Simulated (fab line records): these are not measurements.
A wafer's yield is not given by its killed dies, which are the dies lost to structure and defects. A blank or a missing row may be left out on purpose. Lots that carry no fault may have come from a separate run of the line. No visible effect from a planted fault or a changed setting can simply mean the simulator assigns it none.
Tool commonality check -- flow rit-cmos -- 14 lots and 42 wafers in the sample

== WHY THIS WAS OPENED ==
At RIT_SDANNEAL_RS_MEAS_04 the reading PSD_RS is flagged on 2 of 14 lots. No-fault wafers: 115.79 ohm/sq, standard deviation 0.26.
Rule: a lot gets a flag if all its wafers with a number sit over 4 standard deviations from that mean, or if no wafer of it has a number. The rest of the lots are taken to be sound.

lot,measured,on,"PSD_RS (ohm/sq), wafer by wafer",flag
L866,day 4 14:50,film-metro-03,115.74 115.50 115.66,
L867,day 4 18:35,film-metro-03,115.67 115.64 115.59,
L868,day 4 21:05,film-metro-03,115.90 115.97 116.07,
L869,day 5 03:19,film-metro-03,115.74 115.88 115.89,
L870,day 5 03:41,film-metro-01,115.37 115.16 115.61,
L871,day 5 22:09,film-metro-03,115.66 115.37 115.61,
L872,day 5 22:18,film-metro-02,115.88 116.00 115.96,
L874,day 6 02:10,film-metro-03,115.54 115.84 115.37,
L873,day 6 06:38,film-metro-01,116.12 115.66 115.57,
L878,day 6 15:26,film-metro-01,120.30 120.23 120.77,FLAGGED
L879,day 6 16:12,film-metro-03,120.33 120.24 120.23,FLAGGED
L880,day 7 01:05,film-metro-02,115.96 115.58 115.43,
L886,day 7 20:25,film-metro-02,115.52 115.44 115.27,
L887,day 8 02:29,film-metro-01,115.53 115.55 115.32,
The mean of the flagged lots' numbers is 120.35 ohm/sq, +4.56 ohm/sq from the usual (+18 standard deviations).

== WHICH TOOL RAN EACH LOT ==
2 process steps preceding the reading are held in the record, out of 202 steps in the route. Cell contents, in order: the tool; ch with the chambers the sampled wafers went through; the start.
lot,flag,RIT_NLDD_STRIP_09,RIT_PSD_IMPLANT_08
L866,,"plasma-asher-03 ch 0,1, day 4 06:46","implanter-01 ch 0, day 4 14:02"
L867,,"plasma-asher-03 ch 0,1, day 4 10:31","implanter-01 ch 0, day 4 17:46"
L868,,"plasma-asher-04 ch 0,1, day 4 13:20","implanter-01 ch 0, day 4 20:16"
L869,,"plasma-asher-03 ch 0,1, day 4 19:10","implanter-04 ch 0, day 5 02:29"
L870,,"plasma-asher-04 ch 0,1, day 4 19:25","implanter-03 ch 0, day 5 02:50"
L871,,"plasma-asher-01 ch 0,1, day 5 13:16","implanter-03 ch 0, day 5 21:20"
L872,,"plasma-asher-04 ch 0,1, day 5 13:31","implanter-04 ch 0, day 5 21:29"
L874,,"plasma-asher-04 ch 0,1, day 5 18:11","implanter-01 ch 0, day 6 01:22"
L873,,"plasma-asher-01 ch 1, day 5 21:05","implanter-03 ch 0, day 6 05:50"
L878,FLAGGED,"plasma-asher-03 ch 0,1, day 6 06:44","implanter-01 ch 0, day 6 14:36"
L879,FLAGGED,"plasma-asher-04 ch 0,1, day 6 06:59","implanter-01 ch 0, day 6 15:11"
L880,,"plasma-asher-01 ch 0,1, day 6 17:04","implanter-04 ch 0, day 7 00:16"
L886,,"plasma-asher-03 ch 0,1, day 7 11:10","implanter-03 ch 0, day 7 19:35"
L887,,"plasma-asher-01 ch 0, day 7 18:43","implanter-03 ch 0, day 8 01:38"
What is done by these steps:
- RIT_NLDD_STRIP_09: strips in O2, time 180 s.
- RIT_PSD_IMPLANT_08
- RIT_SDANNEAL_RS_MEAS_04: measures by four-point-probe.

== FLAGGED AGAINST TOTAL, ONE TOOL AT A TIME (gauges that did the reading follow at the end) ==
step,tool,lots run,flagged,share of the flagged lots,sound lots run after its first flagged lot
RIT_NLDD_STRIP_09,plasma-asher-01,4,0,none,-
RIT_NLDD_STRIP_09,plasma-asher-03,5,1,some,1 (L886)
RIT_NLDD_STRIP_09,plasma-asher-04,5,1,some,0
RIT_PSD_IMPLANT_08,implanter-01,6,2,all,0
RIT_PSD_IMPLANT_08,implanter-03,5,0,none,-
RIT_PSD_IMPLANT_08,implanter-04,3,0,none,-
RIT_SDANNEAL_RS_MEAS_04,film-metro-01,4,1,some,1 (L887)
RIT_SDANNEAL_RS_MEAS_04,film-metro-02,3,0,none,-
RIT_SDANNEAL_RS_MEAS_04,film-metro-03,7,1,some,0

== WHAT THE TABLE ALLOWS ==
In the table, 1 row covers all flagged lots: implanter-01 at RIT_PSD_IMPLANT_08.
- implanter-01 at RIT_PSD_IMPLANT_08: 2 of its 6 lots flagged. A fault beginning between L874 (day 6 01:22), its last sound lot, and L878 (day 6 14:36), its first flagged one, fits the data. Its own readings (beam-energy-keV) fall more than 4 standard deviations out on all wafers of the flagged lots.
One tool is left: implanter-01 at RIT_PSD_IMPLANT_08.

== WHAT THE SIMULATOR PUT IN ==
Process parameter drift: implanter-01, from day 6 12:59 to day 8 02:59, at RIT_PSD_IMPLANT_08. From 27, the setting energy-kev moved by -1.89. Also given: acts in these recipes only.
Shown lots that were struck: L878, L879. The same result came from the rule above.
